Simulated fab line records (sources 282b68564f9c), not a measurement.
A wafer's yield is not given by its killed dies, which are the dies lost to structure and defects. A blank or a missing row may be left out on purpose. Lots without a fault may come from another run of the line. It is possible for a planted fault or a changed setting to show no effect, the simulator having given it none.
Which tool was responsible?    flow rit_cmos    15 lots, 45 wafers sampled, at 3 steps of a route of 202

== WHAT THE GAUGES SHOWED, per wafer ==
RIT_NWELL_TW_MEAS_10.
lot   measured     on             NWELL_TW
L833  day 1 21:58  film_metro-03  2168 2175 2169
L834  day 2 07:09  film_metro-01  2161 2162 2168
L835  day 2 09:16  film_metro-01  2150 2164 2164
L836  day 2 11:56  film_metro-02  2166 2175 2165
L837  day 2 17:55  film_metro-02  2180 2182 2179
L838  day 2 21:52  film_metro-02  2154 2173 2174
L840  day 3 08:23  film_metro-01  2148 2156 2150
L841  day 3 13:57  film_metro-03  2166 2181 2176
L842  day 3 18:00  film_metro-02  2176 2167 2192
L843  day 3 23:05  film_metro-03  2174 2176 2173
L844  day 4 06:21  film_metro-01  2144 2153 2146
L846  day 4 14:28  film_metro-01  2147 2141 2129
L849  day 5 05:07  film_metro-02  2254 2265 2254
L850  day 5 11:16  film_metro-02  2255 2252 2260
L853  day 6 01:19  film_metro-01  2260 2268 2258

RIT_WELLDRIVE_RS_MEAS_01: measures by four-point-probe.
lot   measured     on             NWELL_RS (ohm/sq)
L833  day 2 04:45  film_metro-01  274.8 275.7 276.0
L834  day 2 13:56  film_metro-01  275.5 275.0 275.4
L835  day 2 16:06  film_metro-02  276.4 275.7 276.5
L836  day 2 20:20  film_metro-01  275.8 275.2 276.3
L837  day 3 00:44  film_metro-03  274.3 274.5 274.4
L838  day 3 04:47  film_metro-01  276.0 275.9 276.0
L840  day 3 15:05  film_metro-02  275.8 276.1 276.2
L841  day 3 20:55  film_metro-01  275.0 274.2 275.4
L842  day 4 01:59  film_metro-02  274.3 273.7 274.6
L843  day 4 05:55  film_metro-01  275.2 275.4 275.8
L844  day 4 13:10  film_metro-02  276.0 275.7 275.2
L846  day 4 21:10  film_metro-02  274.9 275.3 276.5
L849  day 5 11:49  film_metro-02  272.7 272.3 272.7
L850  day 5 18:05  film_metro-01  273.4 273.3 272.4
L853  day 6 08:43  film_metro-02  274.0 274.0 272.8

== TOOL THAT RAN EACH LOT (tool first, then ch and the chambers of the sampled wafers, then the start) ==
lot   RIT_NWELL_IMPLANT_08
L833  implanter-04 ch 0, day 1 21:38
L834  implanter-04 ch 0, day 2 06:50
L835  implanter-04 ch 0, day 2 08:57
L836  implanter-02 ch 0, day 2 11:37
L837  implanter-04 ch 0, day 2 17:35
L838  implanter-04 ch 0, day 2 21:34
L840  implanter-02 ch 0, day 3 08:04
L841  implanter-02 ch 0, day 3 13:38
L842  implanter-03 ch 0, day 3 17:40
L843  implanter-03 ch 0, day 3 22:46
L844  implanter-02 ch 0, day 4 06:02
L846  implanter-03 ch 0, day 4 14:09
L849  implanter-03 ch 0, day 5 04:47
L850  implanter-03 ch 0, day 5 10:56
L853  implanter-03 ch 0, day 6 01:01
- RIT_NWELL_IMPLANT_08

== WHAT THE TOOLS THEMSELVES READ (means of the sampled wafers that have a number; where no wafer has one, the mark that the record gives instead) ==
RIT_NWELL_IMPLANT_08.
lot   tool          beam_energy_keV  tilt_deg (degrees)
L833  implanter-04  170.07           7.020
L834  implanter-04  169.96           6.991
L835  implanter-04  170.03           6.978
L836  implanter-02  170.02           7.003
L837  implanter-04  169.95           6.979
L838  implanter-04  170.01           7.006
L840  implanter-02  170.00           6.972
L841  implanter-02  170.02           6.991
L842  implanter-03  169.97           6.981
L843  implanter-03  170.01           7.002
L844  implanter-02  170.02           7.008
L846  implanter-03  170.01           6.997
L849  implanter-03  214.14           7.020
L850  implanter-03  214.18           6.985
L853  implanter-03  214.21           7.004

== THE ANSWER, worked out from the rows above alone ==
Rule: usual is defined by the lots themselves. The widest of any qualifying gaps counts: lots, ordered by their means at a reading, are off when they make up no more than a third of the lots, leave a main group of 4 or more, and stand apart from it by 3 or more times the standard deviation of that group's means. A main group is skipped when, at the precision printed for the reading in the tables above, its means are all equal. Also off: a lot with no number at a reading for which 4 or more lots have one. The other lots that the step has rows for count as sound. After the gauges, taken in route order, come the tools' own readings; for these a lot's mean is taken, as printed above. The first step at which some lot is off is used, and at that step the reading that is off furthest; a lot without a number counts as furthest.
Off: at RIT_NWELL_TW_MEAS_10 (NWELL_TW), L849, L850, L853. For the main group the mean is 2165 and the standard deviation 12.
A tool fits if, at a process step before that reading, it ran every lot that is off, and no sound lot after the first of them. The gauges at RIT_NWELL_TW_MEAS_10 aren't tried: what is off there is off at RIT_NWELL_IMPLANT_08 too, on other tools, and a gauge's error can't cause that. One fits: implanter-03 at RIT_NWELL_IMPLANT_08. Its last sound lot is L846 (day 4 14:09), its first lot that is off L849 (day 5 04:47): a fault that began between those two fits.
The tool's own readings at RIT_NWELL_IMPLANT_08 bear it out: on the lots that are off they differ by more than 5 times the standard deviation of the sound lots' means. beam_energy_keV reads 214.18 there against 170.01 on the sound lots.

== WHAT THE SIMULATOR PUT IN ==
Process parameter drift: implanter-03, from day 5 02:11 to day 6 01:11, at RIT_NWELL_IMPLANT_08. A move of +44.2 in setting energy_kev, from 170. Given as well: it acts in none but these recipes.
Shown lots that were struck: L849, L850, L853. The rule above found the same.
